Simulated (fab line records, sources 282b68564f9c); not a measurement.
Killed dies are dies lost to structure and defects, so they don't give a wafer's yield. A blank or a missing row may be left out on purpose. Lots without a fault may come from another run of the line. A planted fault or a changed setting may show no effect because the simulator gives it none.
fab line records | flow rit_cmos
record lots=14 wafers=42 last_day=7
route steps=202 shown SILICIDE@162 CONTACT@177 M1@202
lots that met no fault: from a run of the same line without faults
start_h: hours from the record's first day to the start of the lot's first wafer shown | wait_h: hours since the lot's step before | " the same as in the row above | L1.1+2: a row that stands for several wafers | - no value, or no start given | * or withheld: withheld | < > ~ a bound
route shown NAME@n: a module of which the file shows steps, and the number in the route of the first | usual: mean/standard deviation of fault-free wafers | same: alike in all rows | chamber/n: place in a boat | sites: the reading at each site | _std_site: their standard deviation | _edge_site: outer sites' mean less inner sites' | radius_mm: how far each site lies from the wafer's centre | mask NAME#n: copy n | behind: the tool/chamber that last shaped the wafer | hold: why the lot was held/for how many hours/how that ended | device: the transistor (n, p or np) that didn't switch | end of line: the same wafers' tests at the end of the route | a step without rows: its recipe alone | killed: dies lost to structure and defects at the first sort, not the wafer's yield | map: a wafer's dies, x killed, . not, _ none there
set.NAME: the setting as run; set.NAME@STEP: as run at that earlier step | model.NAME: the simulator's own value behind a step, which no gauge read
steps of the route over a sample of lots; a table a step, a row a wafer
services: from which hour (start_h, from the record's first day; less than 0 if before it) a tool's chamber was out of use, for how many hours, and why
## steps
# step RIT_SILICIDE_SPUTTER_01
# recipe material=Ti target_thk_nm=30 power_w=350 chamber_pressure_pa=0.667 gas=Ar time_s=240 substrate_temp_c=25
# usual throttle_valve_pct=30.3/1.2
# columns lot.wafer tool chamber start_h wait_h throttle_valve_pct
L907.1 pvd_sputter-03 - 49.96 0.0 30.1
L907.2 " - " " 28.6
L907.5 " - " " 29.8
L910.1 pvd_sputter-02 - 65.49 0.0 30.2
L910.5 " - " " 30.1
L910.6 " - " " 30.2
L912.2 pvd_sputter-02 - 74.64 0.0 33.1
L912.3 " - " " 30.2
L912.4 " - " " 30.3
L913.2 pvd_sputter-03 - 80.16 0.0 30.6
L913.4 " - " " 28.7
L913.5 " - " " 30.6
L914.1 pvd_sputter-02 - 84.72 0.0 33.3
L914.2 " - " " 29.7
L914.3 " - " " 30.5
L915.1 pvd_sputter-03 - 90.53 0.0 29.7
L915.2 " - " " 28.8
L915.3 " - " " 29.4
L916.3 pvd_sputter-02 - 94.57 0.0 30.4
L916.4 " - " " 30.2
L916.5 " - " " 30.3
L918.2 pvd_sputter-02 - 104.50 0.0 30.3
L918.3 " - " " 33.4
L918.4 " - " " 30.1
L918.2 pvd_sputter-02 - 104.82 0.2 30.6
L918.3 " - " " 33.1
L918.4 " - " " 30.2
L919.4 pvd_sputter-03 - 111.25 0.0 30.0
L919.5 " - " " 29.7
L919.6 " - " " 28.7
L919.4 pvd_sputter-03 - 111.56 0.2 30.0
L919.5 " - " " 30.0
L919.6 " - " " 28.7
L924.1 pvd_sputter-02 - 136.11 0.0 30.3
L924.4 " - " " 33.3
L924.5 " - " " 30.5
L926.1 pvd_sputter-02 - 144.66 0.0 33.4
L926.2 " - " " 29.9
L926.4 " - " " 30.2
L927.1 pvd_sputter-03 - 150.36 0.0 30.7
L927.4 " - " " 29.4
L927.5 " - " " 29.9
L929.1 pvd_sputter-03 - 162.25 0.0 29.5
L929.4 " - " " 28.6
L929.6 " - " " 29.9
L930.2 pvd_sputter-02 - 166.21 0.0 30.7
L930.4 " - " " 30.1
L930.6 " - " " 30.9
# step RIT_SILICIDE_RS_MEAS_02
# recipe thk_meas_gauge=four-point-probe reads=Ti_of_SILICIDE_SPUTTER_01
# usual SILICIDE_TI_RS=47.7/0.62
# columns lot.wafer tool chamber start_h wait_h SILICIDE_TI_RS[ohm/sq]
L907.1 film_metro-02 - 50.11 0.1 47.8
L907.2 " - " " 48.1
L907.5 " - " " 47.9
L910.1 film_metro-02 - 65.64 0.1 48.2
L910.5 " - " " 47.9
L910.6 " - " " 47.6
L912.2 film_metro-03 - 74.81 0.1 47.2
L912.3 " - " " 47.2
L912.4 " - " " 47.8
L913.2 film_metro-01 - 80.33 0.1 47.8
L913.4 " - " " 48.8
L913.5 " - " " 47.2
L914.1 film_metro-01 - 84.87 0.1 47.5
L914.2 " - " " 48.0
L914.3 " - " " 48.3
L915.1 film_metro-02 - 90.68 0.1 47.3
L915.2 " - " " 48.5
L915.3 " - " " 46.7
L916.3 film_metro-03 - 94.76 0.1 48.1
L916.4 " - " " 48.0
L916.5 " - " " 47.8
L918.2 film_metro-02 - 104.99 0.1 20.6
L918.3 " - " " 20.3
L918.4 " - " " 20.3
L919.4 film_metro-02 - 111.77 0.1 20.2
L919.5 " - " " 20.5
L919.6 " - " " 20.4
L924.1 film_metro-02 - 136.26 0.1 49.0
L924.4 " - " " 48.6
L924.5 " - " " 49.4
L926.1 film_metro-02 - 144.81 0.1 47.8
L926.2 " - " " 47.9
L926.4 " - " " 47.9
L927.1 film_metro-02 - 150.51 0.1 47.5
L927.4 " - " " 46.5
L927.5 " - " " 47.8
L929.1 film_metro-02 - 162.40 0.1 45.5
L929.4 " - " " 46.7
L929.6 " - " " 47.5
L930.2 film_metro-02 - 166.38 0.1 48.9
L930.4 " - " " 48.3
L930.6 " - " " 48.5
# step RIT_SILICIDE_THK_MEAS_03
# recipe thk_meas_gauge=xrf reads=Ti_of_SILICIDE_SPUTTER_01
# usual SILICIDE_TI_THK=30.2/0.34
# columns lot.wafer tool chamber start_h wait_h SILICIDE_TI_THK[nm]
L907.1 film_metro-02 - 50.23 0.1 30.2
L907.2 " - " " 30.1
L907.5 " - " " 30.2
L910.1 film_metro-02 - 65.76 0.1 30.1
L910.5 " - " " 30.3
L910.6 " - " " 30.3
L912.2 film_metro-03 - 74.92 0.1 30.3
L912.3 " - " " 30.3
L912.4 " - " " 30.0
L913.2 film_metro-01 - 80.44 0.1 30.1
L913.4 " - " " 29.5
L913.5 " - " " 30.5
L914.1 film_metro-01 - 84.99 0.1 30.3
L914.2 " - " " 29.8
L914.3 " - " " 29.8
L915.1 film_metro-02 - 90.80 0.1 30.5
L915.2 " - " " 30.0
L915.3 " - " " 31.0
L916.3 film_metro-03 - 94.86 0.1 30.0
L916.4 " - " " 30.0
L916.5 " - " " 30.2
L918.2 film_metro-02 - 105.10 0.1 60.0
L918.3 " - " " 60.6
L918.4 " - " " 60.5
L919.4 film_metro-02 - 111.86 0.1 60.6
L919.5 " - " " 60.0
L919.6 " - " " 60.2
L924.1 film_metro-02 - 136.38 0.1 29.8
L924.4 " - " " 29.7
L924.5 " - " " 29.5
L926.1 film_metro-02 - 144.93 0.1 30.1
L926.2 " - " " 30.3
L926.4 " - " " 30.1
L927.1 film_metro-02 - 150.63 0.1 30.4
L927.4 " - " " 30.8
L927.5 " - " " 30.2
L929.1 film_metro-02 - 162.52 0.1 31.3
L929.4 " - " " 30.7
L929.6 " - " " 30.3
L930.2 film_metro-02 - 166.49 0.1 29.6
L930.4 " - " " 30.1
L930.6 " - " " 29.8
# step RIT_SILICIDE_RTA_06
# recipe temp_c=750 time_s=10 idle_temp_c=25 ramp_up_s=5 ramp_down_s=10 cool_to_c=25 ambient=N2
# usual anneal_temp_c_max=753.1/1.2 wafer_temp_C_max=753.1/1.1
# columns lot.wafer tool chamber start_h wait_h anneal_temp_c_max wafer_temp_C_max
L907.1 rtp_anneal-02 0 50.46 0.0 754.1 752.7
L907.2 " 0 " " 753.5 752.9
L907.5 " 0 " " 752.9 754.4
L910.1 rtp_anneal-01 0 65.94 0.0 752.4 752.3
L910.5 " 0 " " 752.2 751.8
L910.6 " 0 " " 752.6 753.3
L912.2 rtp_anneal-01 0 75.09 0.0 752.0 751.6
L912.3 " 0 " " 753.1 752.3
L912.4 " 0 " " 752.1 752.3
L913.2 rtp_anneal-02 0 80.68 0.0 754.4 752.6
L913.4 " 0 " " 753.7 754.1
L913.5 " 0 " " 754.2 753.3
L914.1 rtp_anneal-01 0 85.16 0.0 751.8 751.8
L914.2 " 0 " " 751.2 751.7
L914.3 " 0 " " 751.5 753.2
L915.1 rtp_anneal-02 0 90.97 0.0 754.4 754.2
L915.2 " 0 " " 754.6 753.9
L915.3 " 0 " " 753.8 754.3
L916.3 rtp_anneal-01 0 95.04 0.0 751.4 753.0
L916.4 " 0 " " 751.7 752.2
L916.5 " 0 " " 751.8 752.2
L918.2 rtp_anneal-01 0 105.27 0.0 752.9 752.7
L918.3 " 0 " " 751.6 752.7
L918.4 " 0 " " 751.7 753.4
L919.4 rtp_anneal-02 0 112.04 0.0 754.2 754.5
L919.5 " 0 " " 754.9 754.7
L919.6 " 0 " " 753.3 754.7
L924.1 rtp_anneal-01 0 136.55 0.0 751.7 752.2
L924.4 " 0 " " 752.2 753.8
L924.5 " 0 " " 751.8 752.7
L926.1 rtp_anneal-01 0 145.14 0.0 752.5 751.8
L926.2 " 0 " " 751.5 752.1
L926.4 " 0 " " 751.6 753.0
L927.1 rtp_anneal-02 0 150.80 0.0 754.0 754.2
L927.4 " 0 " " 753.5 753.8
L927.5 " 0 " " 755.6 756.7
L929.1 rtp_anneal-02 0 162.69 0.0 753.9 756.4
L929.4 " 0 " " 753.5 754.0
L929.6 " 0 " " 754.4 753.7
L930.2 rtp_anneal-01 0 166.66 0.0 753.2 752.2
L930.4 " 0 " " 752.5 753.0
L930.6 " 0 " " 751.9 753.1
# step RIT_CONTACT_OVL_MEAS_09
# usual CONTACT_OVL=-0.3/1.2
# columns lot.wafer tool chamber start_h wait_h CONTACT_OVL[nm]
L907.1 overlay-02 - 51.89 0.1 -0.2
L907.2 " - " " 0.8
L907.5 " - " " 0.3
L910.1 overlay-02 - 67.33 0.1 -0.4
L910.5 " - " " -1.3
L910.6 " - " " -1.7
L912.2 overlay-01 - 76.35 0.1 -1.0
L912.3 " - " " 0.1
L912.4 " - " " -2.1
L913.2 overlay-02 - 81.94 0.1 -2.9
L913.4 " - " " 0.3
L913.5 " - " " -0.1
L914.1 overlay-02 - 86.61 0.1 -1.5
L914.2 " - " " 0.4
L914.3 " - " " -1.7
L915.1 overlay-02 - 92.27 0.1 1.3
L915.2 " - " " 1.2
L915.3 " - " " 0.6
L916.3 overlay-02 - 96.29 0.1 -0.1
L916.4 " - " " 2.3
L916.5 " - " " 0.3
L918.2 overlay-02 - 106.78 0.1 -2.2
L918.3 " - " " -0.6
L918.4 " - " " 0.3
L919.4 overlay-01 - 113.64 0.1 -1.0
L919.5 " - " " -2.0
L919.6 " - " " -1.1
L924.1 overlay-01 - 137.81 0.1 1.4
L924.4 " - " " 1.2
L924.5 " - " " 0.4
L926.1 overlay-02 - 146.43 0.1 -1.9
L926.2 " - " " 0.2
L926.4 " - " " 0.1
L927.1 overlay-01 - 152.19 0.1 -2.2
L927.4 " - " " -0.7
L927.5 " - " " 0.1
L929.1 overlay-01 - 164.08 0.1 -1.3
L929.4 " - " " -1.9
L929.6 " - " " -2.0
L930.2 overlay-02 - 167.92 0.1 -0.4
L930.4 " - " " 0.1
L930.6 " - " " -0.7
# step RIT_CONTACT_STRIP_12
# recipe chemistry=O2 time_s=180 resist=NOVOLAK platen_temp_c=withheld power_w=500 pressure_mtorr=4000 o2_flow_sccm=4000
# usual chamber_pressure_mTorr=3999/3.5 drypump_motor_current_A=5.7/0.52
# columns lot.wafer tool chamber start_h wait_h chamber_pressure_mTorr drypump_motor_current_A rf_hours_counter_h
L907.1 plasma_asher-04 1 52.27 0.1 4000 5.7 43
L907.2 " 0 " " 3998 5.9 43
L907.5 " 0 " " 4006 5.9 -
L910.1 plasma_asher-03 0 67.71 0.1 4001 6.6 45
L910.5 " 1 " " 3997 5.7 -
L910.6 " 0 " " 3997 6.6 -
L912.2 plasma_asher-03 0 76.72 0.1 3997 6.7 46
L912.3 " 0 " " 4005 6.7 -
L912.4 " 1 " " 3998 5.7 -
L913.2 plasma_asher-04 0 82.32 0.1 3995 5.9 46
L913.4 " 1 " " 3996 5.7 -
L913.5 " 1 " " 3995 5.7 -
L914.1 plasma_asher-01 0 86.99 0.1 3998 5.2 21
L914.2 " 1 " " 4001 5.2 21
L914.3 " 1 " " 4007 5.2 -
L915.1 plasma_asher-04 0 92.65 0.1 3998 5.9 47
L915.2 " 1 " " 3999 5.7 47
L915.3 " 0 " " 4000 5.9 -
L916.3 plasma_asher-04 1 96.78 0.2 3997 5.7 -
L916.4 " 0 " " 4005 5.9 -
L916.5 " 1 " " 4004 5.7 -
L918.2 plasma_asher-03 0 107.26 0.1 4002 6.7 49
L918.3 " 0 " " 4007 6.7 -
L918.4 " 1 " " 3997 5.7 -
L919.4 plasma_asher-01 0 114.07 0.2 3999 5.2 -
L919.5 " 1 " " 3999 5.2 -
L919.6 " 0 " " 3998 5.2 -
L924.1 plasma_asher-03 0 138.19 0.1 3993 6.7 53
L924.4 " 0 " " 3998 6.7 -
L924.5 " 0 " " 4001 6.7 -
L926.1 plasma_asher-03 0 146.81 0.1 4002 6.7 54
L926.2 " 1 " " 3999 5.6 54
L926.4 " 0 " " 3999 6.7 -
L927.1 plasma_asher-03 0 152.57 0.1 4006 6.7 54
L927.4 " 0 " " 3997 6.7 -
L927.5 " 1 " " 4001 5.7 -
L929.1 plasma_asher-04 1 164.50 0.1 3997 5.7 5
L929.4 " 1 " " 3997 5.7 -
L929.6 " 1 " " 4000 5.7 -
L930.2 plasma_asher-01 1 168.30 0.1 3995 5.2 30
L930.4 " 1 " " 3997 5.2 -
L930.6 " 1 " " 3996 5.2 -
# step RIT_M1_PROBE_99
# usual killed_at_contacts=0.1/0.26 killed_at_front_end=7.5/2.8 killed_dies=7.6/2.8 killed_open=3.9/2.1 killed_short=3.7/1.7
# same gross_dies=264 killed_at_M0_to_M3=0 killed_at_M4_up=0 killed_at_back_side=0 killed_at_other=0
# columns lot.wafer tool chamber start_h wait_h killed_at_contacts killed_at_front_end killed_dies killed_open killed_short
L918.2 prober-02 - 112.88 0.1 0 7 7 3 4
L918.3 prober-02 - 112.93 0.2 0 9 9 6 3
L918.4 prober-02 - 112.98 0.2 0 8 8 4 4
L919.4 prober-01 - 119.73 0.2 0 7 7 3 4
L919.5 prober-01 - 119.78 0.2 0 7 7 3 4
L919.6 prober-01 - 119.83 0.2 0 13 13 8 5
L927.1 prober-01 - 158.42 0.1 0 12 12 7 5
L927.4 prober-01 - 158.57 0.2 0 4 4 3 1
L927.5 prober-01 - 158.62 0.2 0 9 9 6 3
# killed by level:class
L918.2 GATE:geometric_particle:open=2 FOX1:geometric_particle:open=1 FOX1:geometric_particle:short=1 GATE:geometric_particle:short=1 REOX:geometric_particle:short=1 SILICIDE:geometric_particle:short=1
L918.3 GATE:geometric_particle:open=3 REOX:geometric_particle:short=2 GATE:geometric_particle:short=1 REOX:geometric_particle:open=1 SPACER:geometric_particle:open=1 SILICIDE:geometric_particle:open=1
L918.4 GATE:geometric_particle:short=2 SPACER:geometric_particle:open=2 SILICIDE:geometric_particle:short=2 FOX1:geometric_particle:open=1 GATE:geometric_particle:open=1
L919.4 SPACER:geometric_particle:short=2 FOX1:geometric_particle:open=1 FOX2:geometric_particle:open=1 GATE:geometric_particle:short=1 REOX:geometric_particle:open=1 REOX:geometric_particle:short=1
L919.5 SPACER:geometric_particle:open=2 FOX1:geometric_particle:short=1 FOX2:geometric_particle:short=1 GATE:geometric_particle:open=1 GATE:geometric_particle:short=1 SPACER:geometric_particle:short=1
L919.6 GATE:geometric_particle:open=4 FOX1:geometric_particle:open=2 FOX1:geometric_particle:short=2 SPACER:geometric_particle:short=2 FOX2:geometric_particle:open=1 REOX:geometric_particle:short=1 SPACER:geometric_particle:open=1
L927.1 GATE:geometric_particle:open=3 GATE:geometric_particle:short=2 SPACER:geometric_particle:open=2 FOX1:geometric_particle:short=1 FOX1:geometric_particle:open=1 FOX2:geometric_particle:open=1 REOX:geometric_particle:short=1 SPACER:geometric_particle:short=1
L927.4 GATE:geometric_particle:open=2 GATE:geometric_particle:short=1 SPACER:geometric_particle:open=1
L927.5 SPACER:geometric_particle:open=3 GATE:geometric_particle:open=2 FOX2:geometric_particle:open=1 GATE:geometric_particle:short=1 REOX:geometric_particle:short=1 SPACER:geometric_particle:short=1
## services
# columns tool chamber start_h hours kind
plasma_asher-04 - 108.75 9.0 pm
plasma_asher-04 0 108.75 9.0 vent_cycle
plasma_asher-04 1 108.75 9.0 vent_cycle
pvd_sputter-03 - 115.05 2.2 repair
plasma_asher-04 0 117.75 - clean
plasma_asher-04 1 117.75 - clean
plasma_asher-03 - 132.28 2.8 pm
plasma_asher-01 - 137.26 4.1 repair
## key
first_sign step=RIT_SILICIDE_SPUTTER_01 reading=visit direction=added
effect step=RIT_SILICIDE_RS_MEAS_02 reading=SILICIDE_TI_RS direction=down sigmas=44 usual=47.7 struck=20.4
effect step=RIT_SILICIDE_THK_MEAS_03 reading=SILICIDE_TI_THK direction=up sigmas=89 usual=30.2 struck=60.3
met_at RIT_SILICIDE_SPUTTER_01
struck_lots L918,L919
tester_left_out L918,L919
not_acting_at RIT_SILICIDE_RTA_06,RIT_CONTACT_OVL_MEAS_09,RIT_CONTACT_STRIP_12
fault kind=repeated_step_whole tool=pvd_sputter-02,pvd_sputter-03 chamber=- onset_h=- steps=RIT_SILICIDE_SPUTTER_01 times=1 scope=struck_lots_only
# tester_left_out: of these lots the tester's yield and bins aren't shown, on N5 and GAA mostly nor the transistor test; their killed dies are dies lost to structure and defects alone, not to doping, threshold or leakage, so they don't give the yield
